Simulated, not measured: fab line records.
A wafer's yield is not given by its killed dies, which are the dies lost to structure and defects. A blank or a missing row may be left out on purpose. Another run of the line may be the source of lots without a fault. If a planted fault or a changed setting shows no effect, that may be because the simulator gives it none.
fab line records	flow berkeley_cmos170	part 1 of 2: steps 1 to 25 of 32
[record] lots = 5	wafers = 15	last_day = 11
route steps=331 shown CONTACT@223 M1@238 V1@254
lots that met no fault: taken from a fault-free run of the same line
start_h: hours from the record's opening day to when the first of the lot's shown wafers began	wait_h: how many hours have passed since the lot's step before this one	" same as the row above	L1.1+2: a row that stands for several wafers	- value missing, or start not given	* or withheld: withheld	< > ~ a bound
route shown NAME@n: a module of which the file shows steps, and the number in the route of the first	usual: mean/standard deviation taken from wafers without a fault	same: alike in all rows	chamber/n: place in a boat	sites: per-site readings	_std_site: the values' standard deviation	_edge_site: mean of outer sites minus mean of inner sites	radius_mm: how far each site lies from the wafer's centre	mask NAME#n: copy n	behind: the last tool/chamber to shape the wafer	hold: reason for holding the lot/hours on hold/outcome of the hold	device: the n, p or np transistor that did not switch	end of line: tests run on the same wafers once the route is complete	a step given without rows: its recipe and nothing more	killed: count of dies lost to structure and defects at first sort (not the wafer's yield)	map: the dies of a wafer, with x for killed, . for not killed, _ for no die there
set.NAME: setting as actually run; set.NAME@STEP: the setting as run at that earlier step	model.NAME: the simulator's own value behind a step, which no gauge read
certain route steps with their lots: each step a table, each wafer a row
services: the hour from which a tool's chamber was out of use, counted from the record's first day as start_h (under 0 if before that day), plus the number of hours and why
[[steps]]
[step UCB170_CONTACT_CLEAN_07]
[recipe] chemistry = SPM	temp_c = 120	time_s = 600
lot.wafer	tool	chamber	start_h	wait_h
L083.1+3+4	wet_bench-04	0	177.20	0.1
L084.2+4+6	wet_bench-04	3	188.51	0.2
L088.1+5+6	wet_bench-03	2	214.46	0.1
L089.1+3+5	wet_bench-04	1	216.19	0.1
L096.3+4+5	wet_bench-03	3	245.30	0.0
[step UCB170_CONTACT_RTA_08]
[recipe] temp_c = 900	time_s = 10	ambient = N2
[usual] lamp_power_pct = 24.7/0.8	wafer_temp_C_max = 904.1/1.9
lot.wafer	tool	chamber	start_h	wait_h	lamp_power_pct	wafer_temp_C_max
L083.1	rtp_anneal-01	0	177.37	0.0	23.9	905.1
L083.3	"	0	"	"	23.9	904.6
L083.4	"	0	"	"	23.8	904.8
L084.2	rtp_anneal-01	0	188.69	0.0	23.9	905.9
L084.4	"	0	"	"	23.9	906.4
L084.6	"	0	"	"	23.9	904.7
L088.1	rtp_anneal-01	0	214.65	0.0	23.9	906.2
L088.5	"	0	"	"	23.9	908.8
L088.6	"	0	"	"	23.9	904.2
L089.1	rtp_anneal-02	0	216.37	0.0	25.5	902.6
L089.3	"	0	"	"	25.4	902.9
L089.5	"	0	"	"	25.5	902.2
L096.3	rtp_anneal-01	0	245.50	0.0	23.9	906.6
L096.4	"	0	"	"	23.9	904.8
L096.5	"	0	"	"	23.9	905.2
[step UCB170_CONTACT_COAT_09]
[recipe] resist = BARC	temp_c = withheld	time_s = withheld	spin_rpm = 3000	resist_thk_nm = withheld
[usual] chill_plate_temp_C = *
lot.wafer	tool	chamber	start_h	wait_h	chill_plate_temp_C
L083.1	litho_track-02	0	177.44	0.1	*
L083.3	"	0	"	"	*
L083.4	"	0	"	"	*
L084.2	litho_track-02	0	188.77	0.1	*
L084.4	"	0	"	"	*
L084.6	"	0	"	"	*
L088.1	litho_track-01	0	214.78	0.1	*
L088.5	"	0	"	"	*
L088.6	"	0	"	"	*
L089.1	litho_track-04	0	216.43	0.1	*
L089.3	"	0	"	"	*
L089.5	"	0	"	"	*
L096.3	litho_track-02	0	245.60	0.1	*
L096.4	"	0	"	"	*
L096.5	"	0	"	"	*
[step UCB170_CONTACT_COAT_10]
[recipe] resist = KrF	spin_rpm = 1500	resist_thk_nm = 900
[usual] chill_plate_temp_C = 23.01/0.1
lot.wafer	tool	chamber	start_h	wait_h	chill_plate_temp_C
L083.1	litho_track-02	0	-	-	23.12
L083.3	"	0	"	"	23.14
L083.4	"	0	"	"	23.02
L084.2	litho_track-02	0	-	-	23.03
L084.4	"	0	"	"	23.12
L084.6	"	0	"	"	22.84
L088.1	litho_track-01	0	-	-	23.01
L088.5	"	0	"	"	22.75
L088.6	"	0	"	"	23.00
L089.1	litho_track-04	0	-	-	23.01
L089.3	"	0	"	"	23.05
L089.5	"	0	"	"	22.96
L096.3	litho_track-02	0	-	-	23.03
L096.4	"	0	"	"	23.09
L096.5	"	0	"	"	22.94
[step UCB170_CONTACT_SOFTBAKE_11]
[recipe] resist = KrF	temp_c = 130	time_s = 60
[usual] chill_plate_temp_C = 22.98/0.1
lot.wafer	tool	chamber	start_h	wait_h	chill_plate_temp_C
L083.1	litho_track-02	0	-	-	22.83
L083.3	"	0	"	"	22.98
L083.4	"	0	"	"	22.95
L084.2	litho_track-02	0	-	-	22.97
L084.4	"	0	"	"	22.99
L084.6	"	0	"	"	22.85
L088.1	litho_track-01	0	-	-	22.96
L088.5	"	0	"	"	22.91
L088.6	"	0	"	"	22.99
L089.1	litho_track-04	0	-	-	22.93
L089.3	"	0	"	"	22.91
L089.5	"	0	"	"	22.84
L096.3	litho_track-02	0	-	-	22.98
L096.4	"	0	"	"	23.01
L096.5	"	0	"	"	22.94
[step UCB170_CONTACT_EXPOSE_12]
[recipe] mask_id = CONT	target_cd_nm = 700	na = 0.5	sigma_outer = 0.6	source_shape = conventional	dose_mj = 35
[usual] stage_vel_mm_s = 500.00/0.24
lot.wafer	tool	chamber	start_h	wait_h	mask	stage_vel_mm_s
L083.1	krf_scanner-02	0	178.01	-	CONT#0	499.62
L083.3	"	0	"	"	CONT#0	499.71
L083.4	"	0	"	"	CONT#0	500.06
L084.2	krf_scanner-01	0	189.22	-	CONT#0	500.02
L084.4	"	0	"	"	CONT#0	500.59
L084.6	"	0	"	"	CONT#0	500.20
L088.1	krf_scanner-01	0	215.23	-	CONT#0	500.18
L088.5	"	0	"	"	CONT#0	500.11
L088.6	"	0	"	"	CONT#0	499.95
L089.1	krf_scanner-02	0	216.88	-	CONT#0	500.08
L089.3	"	0	"	"	CONT#0	499.93
L089.5	"	0	"	"	CONT#0	499.64
L096.3	krf_scanner-02	0	246.40	-	CONT#0	499.69
L096.4	"	0	"	"	CONT#0	499.36
L096.5	"	0	"	"	CONT#0	499.94
[step UCB170_CONTACT_PEB_13]
[recipe] peb_temp_c = 130	peb_time_s = withheld	resist = KrF
[usual] chill_plate_temp_C = 23.02/0.11
lot.wafer	tool	chamber	start_h	wait_h	chill_plate_temp_C
L083.1	litho_track-02	0	178.13	0.1	23.07
L083.3	"	0	"	"	22.86
L083.4	"	0	"	"	22.94
L084.2	litho_track-01	0	189.50	0.3	22.80
L084.4	"	0	"	"	23.03
L084.6	"	0	"	"	22.88
L088.1	litho_track-01	0	215.35	0.1	23.05
L088.5	"	0	"	"	23.07
L088.6	"	0	"	"	22.93
L089.1	litho_track-01	0	217.00	0.1	22.86
L089.3	"	0	"	"	22.92
L089.5	"	0	"	"	22.87
L096.3	litho_track-02	0	246.56	0.1	23.14
L096.4	"	0	"	"	23.06
L096.5	"	0	"	"	23.14
[step UCB170_CONTACT_DEVELOP_14]
[recipe] developer = TMAH	develop_time_s = 45	resist = KrF	dev_temp_c = 21
[usual] chill_plate_temp_C = 23.00/0.11
lot.wafer	tool	chamber	start_h	wait_h	chill_plate_temp_C
L083.1	litho_track-02	0	-	-	22.97
L083.3	"	0	"	"	22.95
L083.4	"	0	"	"	22.97
L084.2	litho_track-01	0	-	-	23.09
L084.4	"	0	"	"	23.11
L084.6	"	0	"	"	23.11
L088.1	litho_track-01	0	-	-	22.91
L088.5	"	0	"	"	22.87
L088.6	"	0	"	"	22.94
L089.1	litho_track-01	0	-	-	22.97
L089.3	"	0	"	"	22.88
L089.5	"	0	"	"	23.01
L096.3	litho_track-02	0	-	-	23.03
L096.4	"	0	"	"	23.03
L096.5	"	0	"	"	23.01
[step UCB170_CONTACT_CD_MEAS_15]
[recipe] target_cd_nm = 700
[usual] cd_nm = 700.0/1.2
lot.wafer	tool	chamber	start_h	wait_h	cd_nm
L083.1	cd_sem-01	-	178.41	-	700.1
L083.3	"	-	"	"	701.0
L083.4	"	-	"	"	699.5
L084.2	cd_sem-01	-	189.77	-	701.4
L084.4	"	-	"	"	701.1
L084.6	"	-	"	"	702.1
L088.1	cd_sem-02	-	215.63	-	699.3
L088.5	"	-	"	"	700.1
L088.6	"	-	"	"	700.3
L089.1	cd_sem-02	-	217.28	-	700.9
L089.3	"	-	"	"	701.1
L089.5	"	-	"	"	700.4
L096.3	cd_sem-01	-	246.83	-	700.2
L096.4	"	-	"	"	701.0
L096.5	"	-	"	"	701.8
[step UCB170_CONTACT_OVL_MEAS_16]
[usual] CONTACT_OVL = 1/6
lot.wafer	tool	chamber	start_h	wait_h	CONTACT_OVL[nm]
L083.1	overlay-02	-	178.53	0.1	0
L083.3	"	-	"	"	-11
L083.4	"	-	"	"	-5
L084.2	overlay-02	-	189.88	0.1	-8
L084.4	"	-	"	"	-8
L084.6	"	-	"	"	-10
L088.1	overlay-01	-	215.75	0.1	8
L088.5	"	-	"	"	4
L088.6	"	-	"	"	12
L089.1	overlay-02	-	217.40	0.1	0
L089.3	"	-	"	"	9
L089.5	"	-	"	"	2
L096.3	overlay-01	-	246.92	0.1	6
L096.4	"	-	"	"	13
L096.5	"	-	"	"	13
[step UCB170_CONTACT_ETCH_17]
[recipe] chemistry = N2/H2	target_depth_a = withheld	overetch_a = withheld	target = BARC	time_s = withheld	source_w = 500	bias_w = 100	pressure_mtorr = 30	n2_flow_sccm = 100	h2_flow_sccm = 200
[usual] bias_w = 99.9/0.32	chamber_pressure_mTorr = 30.003/0.027	drypump_motor_current_A = 5.8/0.43	oes_product_au = 0.999/0.022	throttle_valve_pct = 13.23/0.18
lot.wafer	tool	chamber	start_h	wait_h	bias_w	chamber_pressure_mTorr	drypump_motor_current_A	oes_product_au	throttle_valve_pct
L083.1	rie_diel-02	0	178.56	0.0	100.1	29.991	5.7	1.028	13.11
L083.3	"	2	"	"	99.9	30.008	5.9	0.999	12.97
L083.4	"	1	"	"	100.5	30.050	5.6	0.965	13.00
L084.2	rie_diel-02	1	189.91	0.0	99.7	30.015	5.6	0.971	12.98
L084.4	"	2	"	"	99.7	29.992	5.9	0.997	12.97
L084.6	"	2	"	"	99.4	30.038	5.9	1.004	12.96
L088.1	rie_diel-01	2	215.78	0.0	99.6	29.993	5.3	1.003	13.20
L088.5	"	1	"	"	100.0	29.983	6.7	1.028	13.17
L088.6	"	0	"	"	100.3	29.983	5.3	0.968	13.33
L089.1	rie_diel-02	1	217.43	0.0	99.6	29.931	5.6	0.963	13.00
L089.3	"	3	"	"	100.0	30.053	5.8	1.014	13.25
L089.5	"	2	"	"	99.6	29.981	5.9	0.993	12.95
L096.3	rie_diel-04	1	246.94	0.0	99.3	29.996	5.7	0.987	13.40
L096.4	"	3	"	"	99.8	30.021	6.3	1.009	13.33
L096.5	"	0	"	"	99.7	30.044	6.2	0.990	13.17
[step UCB170_CONTACT_ETCH_18]
[recipe] chemistry = CHF3/CF4/Ar	target = PSG	stop_on = TiSi2	CHF3_flow_sccm = 45	cf4_flow_sccm = 15	Ar_flow_sccm = 150	pressure_mtorr = 200	rf_w = 700	target_depth_a = 8400	over_etch_frac = 0.2	time_s = 195
[usual] chamber_pressure_mTorr = 199.98/0.17	drypump_motor_current_A = 5.8/0.43	oes_product_au = 0.892/0.015	throttle_valve_pct = 6.87/0.11
lot.wafer	tool	chamber	start_h	wait_h	chamber_pressure_mTorr	drypump_motor_current_A	oes_product_au	rf_hours_counter_h	throttle_valve_pct
L083.1	rie_diel-02	0	-	-	199.86	5.7	0.894	5	6.78
L083.3	"	2	"	"	199.88	5.8	0.876	35	6.80
L083.4	"	1	"	"	200.09	5.6	0.851	-	6.68
L084.2	rie_diel-02	1	-	-	200.20	5.6	0.864	8	6.67
L084.4	"	2	"	"	200.05	5.9	0.895	36	6.81
L084.6	"	2	"	"	200.09	5.8	0.887	-	6.80
L088.1	rie_diel-01	2	-	-	199.89	5.3	0.897	76	6.81
L088.5	"	1	"	"	200.19	6.7	0.911	-	6.83
L088.6	"	0	"	"	200.16	5.2	0.871	-	6.82
L089.1	rie_diel-02	1	-	-	199.81	5.6	0.872	9	6.69
L089.3	"	3	"	"	199.63	5.9	0.916	113	6.98
L089.5	"	2	"	"	199.99	5.8	0.881	-	6.81
L096.3	rie_diel-04	1	-	-	200.24	5.8	0.891	53	6.95
L096.4	"	3	"	"	199.90	6.3	0.913	-	6.93
L096.5	"	0	"	"	199.76	6.1	0.887	-	6.85
[step UCB170_CONTACT_STRIP_19]
[recipe] chemistry = O2	power_w = 400	pressure_mtorr = 3500	platen_temp_c = withheld	o2_flow_sccm = 400	overash_fraction = 0.5
[usual] chamber_pressure_mTorr = 3500/3.2	drypump_motor_current_A = 5.6/0.34	oes_product_au = 0.725/0.0049
lot.wafer	tool	chamber	start_h	wait_h	chamber_pressure_mTorr	drypump_motor_current_A	oes_product_au	rf_hours_counter_h
L083.1	plasma_asher-04	0	178.73	-	3499	5.3	0.722	44
L083.3	"	1	"	"	3499	6.2	0.731	-
L083.4	"	0	"	"	3502	5.3	0.718	-
L084.2	plasma_asher-02	0	190.07	-	3501	5.7	0.734	48
L084.4	"	1	"	"	3503	5.1	0.726	-
L084.6	"	1	"	"	3503	5.2	0.727	-
L088.1	plasma_asher-04	0	215.95	-	3499	5.3	0.724	47
L088.5	"	0	"	"	3501	5.3	0.729	-
L088.6	"	1	"	"	3505	6.2	0.720	-
L089.1	plasma_asher-04	0	217.60	-	3496	5.3	0.718	47
L089.3	"	0	"	"	3494	5.3	0.728	-
L089.5	"	0	"	"	3496	5.3	0.728	-
L096.3	plasma_asher-02	0	247.14	-	3504	5.7	0.718	-
L096.4	"	1	"	"	3500	5.2	0.728	-
L096.5	"	1	"	"	3503	5.2	0.736	-
[step UCB170_CONTACT_CD_MEAS_90]
[recipe] target_cd_nm = 700
[usual] cd_nm = 700.0/1.7
lot.wafer	tool	chamber	start_h	wait_h	cd_nm
L083.1	cd_sem-01	-	178.83	0.1	701.5
L083.3	"	-	"	"	702.8
L083.4	"	-	"	"	701.1
L084.2	cd_sem-01	-	190.19	0.1	702.3
L084.4	"	-	"	"	701.7
L084.6	"	-	"	"	702.0
L088.1	cd_sem-01	-	216.05	0.1	698.9
L088.5	"	-	"	"	699.6
L088.6	"	-	"	"	699.3
L089.1	cd_sem-01	-	217.70	0.1	702.0
L089.3	"	-	"	"	700.7
L089.5	"	-	"	"	701.7
L096.3	cd_sem-02	-	247.25	0.1	701.7
L096.4	"	-	"	"	700.0
L096.5	"	-	"	"	702.1
[step UCB170_CONTACT_CLEAN_20]
[recipe] chemistry = SPM	temp_c = 120	time_s = 600
lot.wafer	tool	chamber	start_h	wait_h
L083.1+3+4	wet_bench-03	1	178.95	0.1
L084.2+4+6	wet_bench-04	3	190.29	0.1
L088.1+5+6	wet_bench-03	2	216.17	0.1
L089.1+3+5	wet_bench-04	3	217.82	0.1
L096.3+4+5	wet_bench-04	0	247.33	0.1
[step UCB170_M1_SPUTTER_00]
[recipe] material = Al	target_thk_nm = 600	time_s = 80	power_w = 6000	chamber_pressure_pa = 0.5
[usual] throttle_valve_pct = 30.0/1.3
lot.wafer	tool	chamber	start_h	wait_h	throttle_valve_pct
L083.1	pvd_sputter-04	-	179.12	0.0	27.3
L083.3	"	-	"	"	31.1
L083.4	"	-	"	"	30.8
L084.2	pvd_sputter-03	-	190.47	0.0	31.8
L084.4	"	-	"	"	30.7
L084.6	"	-	"	"	33.0
L088.1	pvd_sputter-01	-	216.36	0.0	28.7
L088.5	"	-	"	"	29.5
L088.6	"	-	"	"	29.7
L089.1	pvd_sputter-04	-	218.01	0.0	31.0
L089.3	"	-	"	"	30.9
L089.5	"	-	"	"	27.3
L096.3	pvd_sputter-01	-	247.52	0.0	29.7
L096.4	"	-	"	"	28.5
L096.5	"	-	"	"	30.5
[step UCB170_M1_RS_MEAS_01]
[recipe] thk_meas_gauge = four-point-probe	reads = Al_of_M1_SPUTTER_00
[usual] M1_AL_RS = 0.0485/0.00047
lot.wafer	tool	chamber	start_h	wait_h	M1_AL_RS[ohm/sq]
L083.1	film_metro-03	-	179.19	0.0	0.0479
L083.3	"	-	"	"	0.0484
L083.4	"	-	"	"	0.0475
L084.2	film_metro-04	-	190.55	0.1	0.0480
L084.4	"	-	"	"	0.0482
L084.6	"	-	"	"	0.0482
L088.1	film_metro-04	-	216.42	0.0	0.0479
L088.5	"	-	"	"	0.0483
L088.6	"	-	"	"	0.0489
L089.1	film_metro-03	-	218.07	0.0	0.0490
L089.3	"	-	"	"	0.0486
L089.5	"	-	"	"	0.0484
L096.3	film_metro-01	-	247.62	0.1	0.0492
L096.4	"	-	"	"	0.0486
L096.5	"	-	"	"	0.0486
[step UCB170_M1_THK_MEAS_02]
[recipe] thk_meas_gauge = xrf	reads = Al_of_M1_SPUTTER_00
[usual] M1_AL_THK = 609/6.9
lot.wafer	tool	chamber	start_h	wait_h	M1_AL_THK[nm]
L083.1	film_metro-03	-	179.31	0.1	613
L083.3	"	-	"	"	608
L083.4	"	-	"	"	621
L084.2	film_metro-04	-	190.66	0.1	621
L084.4	"	-	"	"	614
L084.6	"	-	"	"	614
L088.1	film_metro-04	-	216.54	0.1	616
L088.5	"	-	"	"	612
L088.6	"	-	"	"	600
L089.1	film_metro-03	-	218.19	0.1	599
L089.3	"	-	"	"	607
L089.5	"	-	"	"	608
L096.3	film_metro-01	-	247.72	0.1	600
L096.4	"	-	"	"	601
L096.5	"	-	"	"	608
[step UCB170_M1_COAT_03]
[recipe] resist = BARC	temp_c = withheld	time_s = withheld	spin_rpm = 3000	resist_thk_nm = withheld
[usual] chill_plate_temp_C = *
lot.wafer	tool	chamber	start_h	wait_h	chill_plate_temp_C
L083.1	litho_track-04	0	179.37	0.1	*
L083.3	"	0	"	"	*
L083.4	"	0	"	"	*
L084.2	litho_track-04	0	190.73	0.1	*
L084.4	"	0	"	"	*
L084.6	"	0	"	"	*
L088.1	litho_track-02	0	216.60	0.1	*
L088.5	"	0	"	"	*
L088.6	"	0	"	"	*
L089.1	litho_track-04	0	218.25	0.1	*
L089.3	"	0	"	"	*
L089.5	"	0	"	"	*
L096.3	litho_track-03	0	247.81	0.1	*
L096.4	"	0	"	"	*
L096.5	"	0	"	"	*
[step UCB170_M1_COAT_04]
[recipe] resist = KrF	spin_rpm = 1500	resist_thk_nm = 900
[usual] chill_plate_temp_C = 22.99/0.11
lot.wafer	tool	chamber	start_h	wait_h	chill_plate_temp_C
L083.1	litho_track-04	0	-	-	22.97
L083.3	"	0	"	"	23.10
L083.4	"	0	"	"	23.02
L084.2	litho_track-04	0	-	-	22.87
L084.4	"	0	"	"	23.11
L084.6	"	0	"	"	22.91
L088.1	litho_track-02	0	-	-	22.86
L088.5	"	0	"	"	22.94
L088.6	"	0	"	"	23.02
L089.1	litho_track-04	0	-	-	22.99
L089.3	"	0	"	"	23.08
L089.5	"	0	"	"	23.07
L096.3	litho_track-03	0	-	-	23.04
L096.4	"	0	"	"	23.04
L096.5	"	0	"	"	23.00
[step UCB170_M1_SOFTBAKE_05]
[recipe] resist = KrF	temp_c = 130	time_s = 60
[usual] chill_plate_temp_C = 23.01/0.12
lot.wafer	tool	chamber	start_h	wait_h	chill_plate_temp_C
L083.1	litho_track-04	0	-	-	23.07
L083.3	"	0	"	"	23.01
L083.4	"	0	"	"	23.14
L084.2	litho_track-04	0	-	-	23.11
L084.4	"	0	"	"	23.06
L084.6	"	0	"	"	22.95
L088.1	litho_track-02	0	-	-	22.97
L088.5	"	0	"	"	22.98
L088.6	"	0	"	"	23.00
L089.1	litho_track-04	0	-	-	23.26
L089.3	"	0	"	"	23.13
L089.5	"	0	"	"	23.17
L096.3	litho_track-03	0	-	-	22.99
L096.4	"	0	"	"	23.03
L096.5	"	0	"	"	23.17
[step UCB170_M1_EXPOSE_06]
[recipe] mask_id = METAL1	target_cd_nm = 700	na = 0.5	sigma_outer = 0.6	source_shape = conventional	dose_mj = 21
[usual] stage_vel_mm_s = 500.02/0.23
lot.wafer	tool	chamber	start_h	wait_h	mask	stage_vel_mm_s
L083.1	krf_scanner-01	0	179.82	-	METAL1#0	500.35
L083.3	"	0	"	"	METAL1#0	500.04
L083.4	"	0	"	"	METAL1#0	499.83
L084.2	krf_scanner-01	0	191.18	-	METAL1#0	499.65
L084.4	"	0	"	"	METAL1#0	500.18
L084.6	"	0	"	"	METAL1#0	499.98
L088.1	krf_scanner-02	0	217.18	-	METAL1#0	499.94
L088.5	"	0	"	"	METAL1#0	500.12
L088.6	"	0	"	"	METAL1#0	499.83
L089.1	krf_scanner-01	0	218.83	-	METAL1#0	500.04
L089.3	"	0	"	"	METAL1#0	500.29
L089.5	"	0	"	"	METAL1#0	500.25
L096.3	krf_scanner-01	0	248.48	-	METAL1#0	500.06
L096.4	"	0	"	"	METAL1#0	499.99
L096.5	"	0	"	"	METAL1#0	499.91
[step UCB170_M1_PEB_07]
[recipe] peb_temp_c = 130	peb_time_s = withheld	resist = KrF
[usual] chill_plate_temp_C = 23.00/0.12
lot.wafer	tool	chamber	start_h	wait_h	chill_plate_temp_C
L083.1	litho_track-04	0	179.93	0.1	22.98
L083.3	"	0	"	"	22.85
L083.4	"	0	"	"	23.08
L084.2	litho_track-02	0	191.30	0.1	22.70
L084.4	"	0	"	"	22.93
L084.6	"	0	"	"	22.87
L088.1	litho_track-03	0	217.56	0.4	23.01
L088.5	"	0	"	"	23.05
L088.6	"	0	"	"	23.17
L089.1	litho_track-04	0	218.94	0.1	23.01
L089.3	"	0	"	"	23.03
L089.5	"	0	"	"	22.90
L096.3	litho_track-02	0	248.61	0.1	23.10
L096.4	"	0	"	"	22.91
L096.5	"	0	"	"	23.13
[step UCB170_M1_DEVELOP_08]
[recipe] developer = TMAH	develop_time_s = 45	resist = KrF	dev_temp_c = 21
[usual] chill_plate_temp_C = 22.99/0.1
lot.wafer	tool	chamber	start_h	wait_h	chill_plate_temp_C
L083.1	litho_track-04	0	-	-	22.99
L083.3	"	0	"	"	23.08
L083.4	"	0	"	"	23.11
L084.2	litho_track-02	0	-	-	23.00
L084.4	"	0	"	"	22.91
L084.6	"	0	"	"	22.81
L088.1	litho_track-03	0	-	-	22.79
L088.5	"	0	"	"	22.90
L088.6	"	0	"	"	22.92
L089.1	litho_track-04	0	-	-	22.90
L089.3	"	0	"	"	23.01
L089.5	"	0	"	"	23.05
L096.3	litho_track-02	0	-	-	23.02
L096.4	"	0	"	"	23.05
L096.5	"	0	"	"	23.07
[step UCB170_M1_CD_MEAS_09]
[recipe] target_cd_nm = 700
[usual] cd_nm = 700.5/1.3
lot.wafer	tool	chamber	start_h	wait_h	cd_nm
L083.1	cd_sem-02	-	180.21	-	699.9
L083.3	"	-	"	"	699.7
L083.4	"	-	"	"	701.2
L084.2	cd_sem-02	-	191.57	-	699.4
L084.4	"	-	"	"	700.6
L084.6	"	-	"	"	701.5
L088.1	cd_sem-02	-	217.83	-	699.6
L088.5	"	-	"	"	700.6
L088.6	"	-	"	"	700.9
L089.1	cd_sem-02	-	219.22	-	699.1
L089.3	"	-	"	"	697.9
L089.5	"	-	"	"	698.6
L096.3	cd_sem-02	-	248.87	-	697.9
L096.4	"	-	"	"	697.4
L096.5	"	-	"	"	698.0
